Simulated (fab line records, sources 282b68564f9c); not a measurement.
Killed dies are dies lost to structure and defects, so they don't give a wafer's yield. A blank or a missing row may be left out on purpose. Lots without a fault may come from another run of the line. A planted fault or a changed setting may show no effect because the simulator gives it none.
fab line records | flow rit_cmos | part 2 of 2: steps 30 to 30 of 30
record lots=5 wafers=23
route steps=202 shown ACTIVE@2 NWELL@29 PRETRO@65 GATE@87 M1@202
start_h: hours from the record's first day to the start of the lot's first wafer shown | wait_h: hours since the lot's step before | " the same as in the row above | L1.1+2: a row that stands for several wafers | - no value, or no start given | * or withheld: withheld | < > ~ a bound
route shown NAME@n: a module of which the file shows steps, and the number in the route of the first | usual: mean/standard deviation of fault-free wafers | same: alike in all rows | chamber/n: place in a boat | sites: the reading at each site | _std_site: their standard deviation | _edge_site: outer sites' mean less inner sites' | radius_mm: how far each site lies from the wafer's centre | mask NAME#n: copy n | behind: the tool/chamber that last shaped the wafer | hold: why the lot was held/for how many hours/how that ended | device: the transistor (n, p or np) that didn't switch | end of line: the same wafers' tests at the end of the route | a step without rows: its recipe alone | killed: dies lost to structure and defects at the first sort, not the wafer's yield | map: a wafer's dies, x killed, . not, _ none there
set.NAME: the setting as run; set.NAME@STEP: as run at that earlier step | model.NAME: the simulator's own value behind a step, which no gauge read
lots whose settings were changed on purpose; a table a step, a row a wafer
## steps
# step RIT_M1_PROBE_99
# usual killed_at_contacts=0.1/0.25 killed_at_front_end=7/3.1 killed_dies=7/3.2 killed_open=3.8/2 killed_short=3.5/2.2
# same gross_dies=264 killed_at_M0_to_M3=0 killed_at_M4_up=0 killed_at_back_side=0 killed_at_other=0
# columns lot.wafer tool chamber start_h wait_h set.dose_mj@GATE_EXPOSE_13 killed_at_contacts killed_at_front_end killed_dies killed_open killed_short model.etest.nmos_0p15.r_on_ohm_um model.etest.pmos_0p15.r_on_ohm_um model.etest.pmos_0p3.r_on_ohm_um model.etest.pmos_turned.r_on_ohm_um model.etest.ppoly_line.line_ohm_um
L074.1 prober-01 - 62.01 0.1 380 0 3 3 3 0 1177 2936 6525 3603 159
L074.3 prober-01 - 62.11 0.2 380 0 9 9 4 5 1156 2887 6528 3628 165.5
L074.4 prober-01 - 62.16 0.2 358.4 0 177 177 2 6 1340 3451 6786 4103 122.5
L074.5 prober-01 - 62.21 0.2 358.4 1 195 196 4 2 1367 3654 6943 4374 122
L074.6 prober-01 - 62.26 0.2 380 0 6 6 4 2 1177 2884 6505 3637 161.6
L075.3 prober-02 - 73.40 0.2 380 0 10 10 7 3 1113 2813 6293 3519 161
L075.5 prober-02 - 73.50 0.2 380 0 6 6 3 3 1126 2725 6218 3440 163.5
L075.6 prober-02 - 73.55 0.2 380 0 12 12 8 4 1159 2810 6322 3486 165.3
L081.1 prober-01 - 103.99 0.1 380 1 16 17 8 9 1073 2640 6194 3248 166.2
L081.2 prober-01 - 104.04 0.1 394.9 0 7 7 5 2 1030 2386 6071 3076 195.2
L081.3 prober-01 - 104.09 0.2 380 0 15 15 10 5 1181 2735 6145 3328 157.8
L081.5 prober-01 - 104.19 0.2 380 0 8 8 3 5 1161 2731 6213 3372 159.9
L081.6 prober-01 - 104.24 0.2 394.9 0 10 10 6 4 1037 2276 5981 2863 193.7
L083.1 prober-02 - 119.04 0.1 380 0 9 9 7 2 1142 2729 6206 3435 166.3
L083.2 prober-02 - 119.09 0.1 380 0 7 7 7 0 1154 2614 6152 3316 169.7
L083.3 prober-02 - 119.14 0.2 354 0 253 253 5 2 1418 3561 6775 4281 119.3
L083.4 prober-02 - 119.19 0.2 380 0 14 14 4 10 1148 2729 6169 3377 165.2
L083.5 prober-02 - 119.24 0.2 354 0 242 242 2 3 1412 3434 6519 4087 120.6
L085.2 prober-02 - 122.09 0.1 398 0 14 14 4 5 1020 2353 6251 3080 223.2
L085.3 prober-02 - 122.14 0.2 380 0 8 8 4 4 1062 2623 6366 3440 190.5
L085.4 prober-02 - 122.19 0.2 398 0 97 97 4 7 - 2000 6040 2731 265.9
L085.5 prober-02 - 122.24 0.2 398 0 101 101 7 4 927.3 2122 6051 2888 253.9
L085.6 prober-02 - 122.29 0.2 380 0 11 11 4 7 1127 2814 6365 3561 166.6
# killed by level:class
L074.1 FOX1:geometric_particle:open=2 GATE:geometric_particle:open=1
L074.3 GATE:geometric_particle:short=3 GATE:geometric_particle:open=2 FOX1:geometric_particle:open=1 SPACER:geometric_particle:short=1 SILICIDE:geometric_particle:short=1 SILICIDE:geometric_particle:open=1
L074.4 GATE:area_expose=169 GATE:geometric_particle:short=3 FOX1:geometric_particle:short=1 FOX1:geometric_particle:open=1 SPACER:geometric_particle:short=1 SPACER:geometric_particle:open=1 SILICIDE:geometric_particle:short=1
L074.5 GATE:area_expose=190 GATE:geometric_particle:open=2 GATE:geometric_particle:short=1 REOX:geometric_particle:short=1 SPACER:geometric_particle:open=1 CONTACT:geometric_particle:open=1
L074.6 GATE:geometric_particle:short=2 FOX1:geometric_particle:open=1 FOX2:geometric_particle:open=1 GATE:geometric_particle:open=1 SILICIDE:geometric_particle:open=1
L075.3 GATE:geometric_particle:open=4 GATE:geometric_particle:short=2 FOX2:geometric_particle:short=1 REOX:geometric_particle:open=1 SPACER:geometric_particle:open=1 SILICIDE:geometric_particle:open=1
L075.5 FOX2:geometric_particle:short=1 GATE:geometric_particle:open=1 GATE:geometric_particle:short=1 REOX:geometric_particle:open=1 SILICIDE:geometric_particle:short=1 SILICIDE:geometric_particle:open=1
L075.6 GATE:geometric_particle:open=4 REOX:geometric_particle:open=3 FOX1:geometric_particle:short=1 FOX1:geometric_particle:open=1 FOX2:geometric_particle:short=1 GATE:geometric_particle:short=1 SILICIDE:geometric_particle:short=1
L081.1 GATE:geometric_particle:open=6 GATE:geometric_particle:short=3 SILICIDE:geometric_particle:short=3 REOX:geometric_particle:short=2 FOX2:geometric_particle:open=1 SPACER:geometric_particle:short=1 CONTACT:geometric_particle:open=1
L081.2 GATE:geometric_particle:open=5 GATE:geometric_particle:short=1 SPACER:geometric_particle:short=1
L081.3 GATE:geometric_particle:open=7 GATE:geometric_particle:short=3 FOX1:geometric_particle:open=2 FOX1:geometric_particle:short=1 FOX2:geometric_particle:short=1 SILICIDE:geometric_particle:open=1
L081.5 GATE:geometric_particle:open=3 GATE:geometric_particle:short=3 SPACER:geometric_particle:short=1 SILICIDE:geometric_particle:short=1
L081.6 GATE:geometric_particle:open=4 GATE:geometric_particle:short=4 FOX1:geometric_particle:open=1 REOX:geometric_particle:open=1
L083.1 GATE:geometric_particle:open=4 SILICIDE:geometric_particle:short=2 FOX1:geometric_particle:open=1 REOX:geometric_particle:open=1 SPACER:geometric_particle:open=1
L083.2 GATE:geometric_particle:open=5 SPACER:geometric_particle:open=2
L083.3 GATE:area_expose=246 GATE:geometric_particle:open=2 FOX1:geometric_particle:open=1 FOX2:geometric_particle:open=1 SPACER:geometric_particle:open=1 SPACER:geometric_particle:short=1 SILICIDE:geometric_particle:short=1
L083.4 GATE:geometric_particle:short=4 SILICIDE:geometric_particle:short=3 SPACER:geometric_particle:open=2 SPACER:geometric_particle:short=2 FOX1:geometric_particle:short=1 REOX:geometric_particle:open=1 SILICIDE:geometric_particle:open=1
L083.5 GATE:area_expose=237 GATE:geometric_particle:open=2 FOX2:geometric_particle:short=1 GATE:geometric_particle:short=1 SPACER:geometric_particle:short=1
L085.2 GATE:area_expose=5 GATE:geometric_particle:open=3 GATE:geometric_particle:short=2 FOX1:geometric_particle:short=1 FOX2:geometric_particle:short=1 SPACER:geometric_particle:open=1 SPACER:geometric_particle:short=1
L085.3 FOX2:geometric_particle:open=2 GATE:geometric_particle:short=2 REOX:geometric_particle:short=2 GATE:geometric_particle:open=1 REOX:geometric_particle:open=1
L085.4 GATE:area_expose=86 FOX1:geometric_particle:short=2 REOX:geometric_particle:short=2 SILICIDE:geometric_particle:open=2 FOX2:geometric_particle:open=1 GATE:geometric_particle:short=1 GATE:geometric_particle:open=1 SPACER:geometric_particle:short=1
L085.5 GATE:area_expose=90 GATE:geometric_particle:open=3 FOX1:geometric_particle:open=2 REOX:geometric_particle:short=2 GATE:geometric_particle:short=1 REOX:geometric_particle:open=1 SPACER:geometric_particle:open=1 SILICIDE:geometric_particle:short=1
L085.6 GATE:geometric_particle:short=5 FOX1:geometric_particle:open=2 GATE:geometric_particle:open=2 FOX1:geometric_particle:short=1 REOX:geometric_particle:short=1
## key
split step=RIT_ACTIVE_OXIDATION_01 setting=ox_time_s stated=3360 by=lot
response step=RIT_ACTIVE_OXIDATION_01 reading=model.SiO2_of_ACTIVE_OXIDATION_01.thk_nm change=+0.347 per=1% r=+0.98
response step=RIT_ACTIVE_THK_MEAS_02 reading=ACTIVE_OXIDE_THK change=+0.347 per=1% r=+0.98
split step=RIT_ACTIVE_EXPOSE_08 setting=dose_mj stated=225 by=wafer
response step=RIT_ACTIVE_CD_MEAS_11 reading=cd_nm change=-2.69 per=1% r=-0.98
response step=RIT_ACTIVE_ETCH_13 reading=model.ACTIVE.cd_nm change=-2.72 per=1% r=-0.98
response step=RIT_ACTIVE_CD_MEAS_90 reading=cd_nm change=-2.67 per=1% r=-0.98
split step=RIT_ACTIVE_HARDBAKE_12 setting=temp_c stated=140 by=wafer
response none clear
split step=RIT_NWELL_COAT_01 setting=spin_rpm stated=2000 by=wafer
response step=RIT_NWELL_COAT_01 reading=model.NOVOLAK_of_NWELL_COAT_01.thk_nm change=-6.19 per=1% r=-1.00
response step=RIT_NWELL_HARDBAKE_07 reading=model.NOVOLAK_of_NWELL_COAT_01.thk_nm change=-5.33 per=1% r=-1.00
split step=RIT_PRETRO_COAT_01 setting=resist_thk_nm stated=1300 by=wafer
response step=RIT_PRETRO_COAT_01 reading=model.NOVOLAK_of_PRETRO_COAT_01.thk_nm change=+12.9 per=1% r=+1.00
response step=RIT_PRETRO_HARDBAKE_07 reading=model.NOVOLAK_of_PRETRO_COAT_01.thk_nm change=+11.1 per=1% r=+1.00
split step=RIT_GATE_COAT_11 setting=resist_thk_nm stated=850 by=wafer
response step=RIT_GATE_COAT_11 reading=model.NOVOLAK_of_GATE_COAT_11.thk_nm change=+8.47 per=1% r=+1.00
response step=RIT_GATE_HARDBAKE_18 reading=model.NOVOLAK_of_GATE_COAT_11.thk_nm change=+7.43 per=1% r=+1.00
response step=RIT_GATE_ETCH_19 reading=model.NOVOLAK_of_GATE_COAT_11.thk_nm change=+7.56 per=1% r=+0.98
split step=RIT_GATE_EXPOSE_13 setting=dose_mj stated=380 by=wafer
response step=RIT_GATE_DEVELOP_15 reading=model.GATE.cd_nm change=-5.02 per=1% r=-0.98
response step=RIT_GATE_CD_MEAS_16 reading=cd_nm change=-5.03 per=1% r=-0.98
response step=RIT_GATE_CD_MEAS_90 reading=cd_nm change=-5 per=1% r=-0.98
response step=RIT_M1_PROBE_99 reading=model.etest.nmos_0p15.r_on_ohm_um change=-33.2 per=1% r=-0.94
response step=RIT_M1_PROBE_99 reading=model.etest.pmos_turned.r_on_ohm_um change=-113 per=1% r=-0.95
response step=RIT_M1_PROBE_99 reading=model.etest.pmos_0p15.r_on_ohm_um change=-114 per=1% r=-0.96
response step=RIT_M1_PROBE_99 reading=model.etest.pmos_0p3.r_on_ohm_um change=-59.8 per=1% r=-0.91
response step=RIT_M1_PROBE_99 reading=model.etest.ppoly_line.line_ohm_um change=+8.6 per=1% r=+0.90
